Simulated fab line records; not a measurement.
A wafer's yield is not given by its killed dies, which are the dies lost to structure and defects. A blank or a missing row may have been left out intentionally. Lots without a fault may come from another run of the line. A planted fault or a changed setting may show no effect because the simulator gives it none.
The tool behind it: which one? | flow berkeley cmos170 | 42 wafers from 14 lots sampled at 2 of the route's 331 steps

== WHAT THE GAUGES READ, wafer by wafer ==
UCB170_M1_THK_MEAS_02: measures by xrf.
lot  | measured     | on            | M1_AL_THK (nm)
L744 | day 7 22:20  | film metro-01 | 579 575 575
L745 | day 8 20:59  | film metro-01 | 574 577 576
L746 | day 8 21:44  | film metro-01 | 583 572 574
L748 | day 8 22:04  | film metro-01 | 571 574 572
L747 | day 8 22:57  | film metro-01 | 577 577 573
L753 | day 10 13:22 | film metro-04 | 589 596 600
L755 | day 10 13:33 | film metro-01 | 588 584 587
L759 | day 11 12:55 | film metro-01 | 583 583 592
L758 | day 12 04:10 | film metro-01 | 588 582 578
L762 | day 12 05:11 | film metro-03 | 582 583 587
L761 | day 12 11:38 | film metro-04 | 570 581 577
L764 | day 13 10:01 | film metro-03 | 579 584 585
L765 | day 13 12:01 | film metro-01 | 592 586 589
L763 | day 13 14:06 | film metro-04 | 575 586 575

== TOOL THAT RAN EACH LOT (tool first, then ch and the chambers of the sampled wafers, then the start) ==
lot  | UCB170_PSD_DEVELOP_05
L744 | litho track-01 ch 0, day 7 10:00
L745 | litho track-01, day 8 09:00
L746 | litho track-03, day 8 09:00
L748 | litho track-03 ch 0, day 8 10:00
L747 | litho track-01 ch 0, day 8 10:00
L753 | litho track-02 ch 0, day 10 02:00
L755 | litho track-01 ch 0, day 10 02:00
L759 | litho track-03 ch 0, day 11 02:00
L758 | litho track-01 ch 0, day 11 15:00
L762 | litho track-03 ch 0, day 11 16:00
L761 | litho track-01 ch 0, day 11 16:00
L764 | litho track-03 ch 0, day 12 19:00
L765 | litho track-03 ch 0, day 12 19:00
L763 | litho track-01 ch 0, day 12 19:00
- UCB170_PSD_DEVELOP_05: develop time 45 s.

== WHAT THE TOOLS THEMSELVES READ (means of the sampled wafers that have a number; where no wafer has one, the mark that the record gives instead) ==
UCB170_PSD_DEVELOP_05.
lot  | tool           | chill plate temp C (C)
L744 | litho track-01 | 22.97
L745 | litho track-01 | -
L746 | litho track-03 | -
L748 | litho track-03 | 23.09
L747 | litho track-01 | 23.14
L753 | litho track-02 | 23.06
L755 | litho track-01 | 23.00
L759 | litho track-03 | 23.00
L758 | litho track-01 | 22.97
L762 | litho track-03 | 23.10
L761 | litho track-01 | 23.02
L764 | litho track-03 | 23.02
L765 | litho track-03 | 23.08
L763 | litho track-01 | 23.09

== THE ANSWER, worked out from the rows above alone ==
Rule: the lots themselves supply what counts as usual. Put in order of their means at a reading, lots are off if they are a third of the lots or fewer, leave a main group of 4 or more, and stand apart from it by a gap of 3 or more times the standard deviation of the main group's means; of several such gaps the widest counts. Not used: any main group whose means are identical at the precision the tables above print for the reading. A lot without any number at a reading at which 4 lots or more have one is off too. Any other lot the step has rows for is counted as sound. First the gauges in route order, then the tools' own readings, where a lot's mean is used as printed above. At the first step where some lot is off, the reading lying furthest off is the one used; lots without a number count as furthest.
Off: L745, L746, at UCB170_PSD_DEVELOP_05 (chill plate temp C). Without a number there: L745, L746. Main group: mean 23.04 C, sd 0.053.
If a tool, at that step or one of the process steps before it, ran each lot that is off and ran no sound lot following the first of them, it fits. None of those tried fits.

== WHAT HAD BEEN PUT IN BY THE SIMULATOR ==
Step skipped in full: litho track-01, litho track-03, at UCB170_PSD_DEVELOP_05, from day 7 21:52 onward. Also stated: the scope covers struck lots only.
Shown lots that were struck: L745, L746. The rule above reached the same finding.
